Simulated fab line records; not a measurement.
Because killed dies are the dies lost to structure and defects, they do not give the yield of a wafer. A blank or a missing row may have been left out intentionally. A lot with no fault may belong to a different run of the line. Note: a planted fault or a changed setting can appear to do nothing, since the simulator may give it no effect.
Lot-split experiment	flow berkeley cmos170	23 wafers read from 5 lots, route of 331 steps

THE SPLIT ITSELF
At UCB170_PLDD_EXPOSE_03 (exposes mask PSELECT, target cd 1200 nm), the setting dose mj was moved away from the recipe's 30 on 10 of the 23 wafers read, by -7.2% to -3.8%. The other wafers ran this setting at the recipe's value.

FROM THE SPLIT TO THE READING: what the file shows between them, 2 steps
- UCB170_PLDD_PEB_04
- UCB170_PLDD_DEVELOP_05: develop time 45 s

THE READING
Shown in nm: cd nm at UCB170_PLDD_CD_MEAS_06, with target cd 1200 nm. A value of 1200.2 nm with a standard deviation of 1.1 nm is what fault-free wafers of this fab line usually give.

wafer	tool, chamber at the split	dose mj as run	against the recipe	cd nm, nm	against lot-mates on the recipe
L077.1	krf scanner-01, 0	30	recipe	1199.3	-
L077.2	krf scanner-01, 0	27.98	-6.7%	1188.5	-10.9
L077.3	krf scanner-01, 0	27.98	-6.7%	1188.0	-11.4
L077.4	krf scanner-01, 0	27.98	-6.7%	1187.7	-11.7
L077.6	krf scanner-01, 0	30	recipe	1199.5	-
L076.2	krf scanner-02, 0	27.84	-7.2%	1185.7	-14.0
L076.3	krf scanner-02, 0	27.84	-7.2%	1186.1	-13.6
L076.4	krf scanner-02, 0	30	recipe	1200.6	-
L076.5	krf scanner-02, 0	27.84	-7.2%	1187.7	-12.0
L076.6	krf scanner-02, 0	30	recipe	1198.7	-
L080.3	krf scanner-02, 0	30	recipe	1197.5	-
L080.4	krf scanner-02, 0	30	recipe	1198.8	-
L080.5	krf scanner-02, 0	30	recipe	1198.2	-
L079.1	krf scanner-01, 0	30	recipe	1201.5	-
L079.3	krf scanner-01, 0	30	recipe	1200.0	-
L079.4	krf scanner-01, 0	28.87	-3.8%	1194.6	-6.1
L079.5	krf scanner-01, 0	30	recipe	1200.5	-
L079.6	krf scanner-01, 0	28.87	-3.8%	1194.1	-6.6
L085.1	krf scanner-02, 0	30	recipe	1200.1	-
L085.2	krf scanner-02, 0	28.41	-5.3%	1191.3	-9.1
L085.4	krf scanner-02, 0	28.41	-5.3%	1191.0	-9.4
L085.5	krf scanner-02, 0	30	recipe	1200.8	-
L085.6	krf scanner-02, 0	30	recipe	1200.4	-

FIT RESULTS
A straight line over all 23 wafers: cd nm changes by +1.75 nm for each +1% of dose mj; r = +0.98; the points scatter about the line by 1.1 nm.
The same after taking each lot's own level away (the mean of its wafers on the recipe; 23 wafers): +1.76 nm for each +1%; r = +0.99; scatter 0.64 nm.
That fit puts the effect of the largest move of dose mj on the reading at 13 nm.
Across the lots, their own levels run from 1198.17 to 1200.67 nm, a range of 2.3 times the standard deviation given above.
Hence the lot-to-lot level has little effect on the slope; both slopes agree.
Check: -12.4 nm against its lot-mates is what the line predicts for one of the wafers moved furthest among these (-7.2%) when that wafer is left out of the fit. It came out at -14 nm against them.

FURTHER SPLITS ON THESE WAFERS
Note: prior to the reading, these wafers also went through further splits. Each is held against what the fit with the lots' levels taken away leaves over:
other split on the same wafers	wafers away from the commonest value	r with cd nm (lot level and that fit taken away)
UCB170_NWELL_COAT_07 resist thk nm	11	+0.24
UCB170_NWELL_IMPLANT_14 energy kev	11	-0.32
UCB170_PWELL_CVD_05 pressure mtorr	18	+0.02
UCB170_PFIELD_IMPLANT_07 dose cm2	9	+0.23
UCB170_NVT_IMPLANT_07 dose cm2	6	-0.06
UCB170_PVT_IMPLANT_07 dose cm2	8	-0.15
UCB170_GATE_COAT_07 spin rpm	6	+0.16
UCB170_GATE_ETCH_15 icp w	9	-0.25

FILE'S OWN FIT
cd nm changes by +1.75 nm for each +1% of dose mj, r = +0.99.
